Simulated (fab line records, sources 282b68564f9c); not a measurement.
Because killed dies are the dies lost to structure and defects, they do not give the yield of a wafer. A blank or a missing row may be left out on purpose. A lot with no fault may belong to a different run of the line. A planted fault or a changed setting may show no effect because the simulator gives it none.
Comparing a struck lot with a sound one ; flow rit_cmos ; 43 steps out of a route of 202
Sound: these wafers, L894.2, L894.5, L894.6. Struck: wafers L907.1, L907.5. (L907.6 of the same lot was not struck and is left out.) The cause comes at the end.
For every step that has rows: the tool of each side, followed by ch and its chambers, followed by its first start. Under that, the readings that differ: sound wafers ; struck wafers ; difference of the means ; sigmas: that difference in standard deviations of wafers without a fault.
alike: a reading whose means differ by less than 2 such deviations, as well as words and numbers matching on both sides. not compared: withheld readings; readings where some wafer has no value; bounds like >300 that might hide an equal value; numbers whose values overlap and for which the record gives no deviation.
A row with sigmas, a row that says differs or no value, or rows on one side alone: a step with any of these is where the two part. When numbers do not overlap yet have no deviation, they are printed without sigmas and do not part them. A reading missing from all wafers of one side parts the sides only when that side holds two or more wafers.

first, 2 steps without rows for these wafers: RIT_REOX_CLEAN_02 (cleans in SC2, time 600 s); RIT_REOX_OXIDATION_03 (target thk 25.2 nm, ox time 5580 s).
RIT_REOX_THK_MEAS_04:
  sound on film_metro-02 at day 2 18:38; struck on film_metro-02 at day 5 13:14
  alike: REOX_OXIDE_THK
then, 6 steps without rows for these wafers: RIT_NLDD_HMDS_00 (prime time 60 s); RIT_NLDD_COAT_01 (resist thk 1000 nm); RIT_NLDD_SOFTBAKE_02 (time 60 s); RIT_NLDD_EXPOSE_03 (exposes mask M7, target cd 40700 nm); RIT_NLDD_PEB_04; RIT_NLDD_DEVELOP_05 (develop time 50 s).
RIT_NLDD_OVL_MEAS_06:
  sound on overlay-02 at day 2 19:37; struck on overlay-01 at day 5 14:16
  alike: NLDD_OVL
then, 2 steps without rows for these wafers: RIT_NLDD_HARDBAKE_07 (time 60 s); RIT_NLDD_IMPLANT_08.
RIT_NLDD_STRIP_09: strips in O2, time 180 s.
  sound on plasma_asher-03 ch 0,1, day 2 20:11; struck on plasma_asher-03 ch 0, day 5 14:37
  alike: drypump_motor_current_A
  not compared: rf_hours_counter_h
RIT_NLDD_TW_MEAS_10:
  sound on film_metro-04 at day 2 20:22; struck on film_metro-03 at day 5 14:47
  alike: NLDD_TW
then, 6 steps without rows for these wafers: RIT_PLDD_HMDS_00 (prime time 60 s); RIT_PLDD_COAT_01 (resist thk 1000 nm); RIT_PLDD_SOFTBAKE_02 (time 60 s); RIT_PLDD_EXPOSE_03 (exposes mask M8, target cd 40900 nm); RIT_PLDD_PEB_04; RIT_PLDD_DEVELOP_05 (develop time 50 s).
RIT_PLDD_OVL_MEAS_06:
  sound on overlay-01 at day 2 21:16; struck on overlay-01 at day 5 15:41
  alike: PLDD_OVL
then, 2 steps without rows for these wafers: RIT_PLDD_HARDBAKE_07 (time 60 s); RIT_PLDD_IMPLANT_08.
RIT_PLDD_STRIP_09: strips in O2, time 180 s.
  sound on plasma_asher-01 ch 0,1, day 2 21:36; struck on plasma_asher-03 ch 0, day 5 16:02
  alike: drypump_motor_current_A
  not compared: rf_hours_counter_h
RIT_PLDD_TW_MEAS_10:
  sound on film_metro-01 at day 2 21:47; struck on film_metro-01 at day 5 16:12
  alike: PLDD_TW
then, 4 steps without rows for these wafers: RIT_SPACER_CLEAN_00 (cleans in SC1, time 600 s); RIT_SPACER_CLEAN_01 (cleans in dHF, time 30 s); RIT_SPACER_CLEAN_02 (cleans in SC2, time 600 s); RIT_SPACER_CVD_03 (deposits Si3N4 from SiH2Cl2/NH3, target thk 250 nm, time 3300 s).
RIT_SPACER_THK_MEAS_04:
  sound on film_metro-03 at day 3 00:08; struck on film_metro-02 at day 5 18:54
  alike: SPACER_NITRIDE_THK
RIT_SPACER_ETCHBACK_05: etches Si3N4 in SF6/CHF3, stops on SiO2, target depth 250 nm, time 240 s.
  sound on rie_diel-01 ch 0,3, day 3 00:11; struck on rie_diel-01 ch 1,2, day 5 18:58
  alike: drypump_motor_current_A, oes_product_au, throttle_valve_pct
  not compared: rf_hours_counter_h
then, 6 steps without rows for these wafers: RIT_NSD_HMDS_00 (prime time 60 s); RIT_NSD_COAT_01 (resist thk 1000 nm); RIT_NSD_SOFTBAKE_02 (time 60 s); RIT_NSD_EXPOSE_03 (exposes mask M9, target cd 40700 nm); RIT_NSD_PEB_04; RIT_NSD_DEVELOP_05 (develop time 50 s).
RIT_NSD_OVL_MEAS_06:
  sound on overlay-01 at day 3 01:28; struck on overlay-01 at day 5 19:58
  alike: NSD_OVL
then, 2 steps without rows for these wafers: RIT_NSD_HARDBAKE_07 (time 60 s); RIT_NSD_IMPLANT_08.
RIT_NSD_STRIP_09: strips in O2, time 180 s.
  sound on plasma_asher-01 ch 0,1, day 3 01:47; struck on plasma_asher-02 ch 0, day 5 20:18
  alike: drypump_motor_current_A
  not compared: rf_hours_counter_h
RIT_NSD_TW_MEAS_10:
  sound on film_metro-04 at day 3 01:59; struck on film_metro-04 at day 5 20:29
  alike: NSD_TW
RIT_M1_PROBE_99:
  only the struck wafers here have rows in the record (prober-01, day 6 06:09); the sound ones have none

WHERE THEY PART
At RIT_M1_PROBE_99 and nowhere else, as far as this record goes.

WHY: the cause the simulator had injected
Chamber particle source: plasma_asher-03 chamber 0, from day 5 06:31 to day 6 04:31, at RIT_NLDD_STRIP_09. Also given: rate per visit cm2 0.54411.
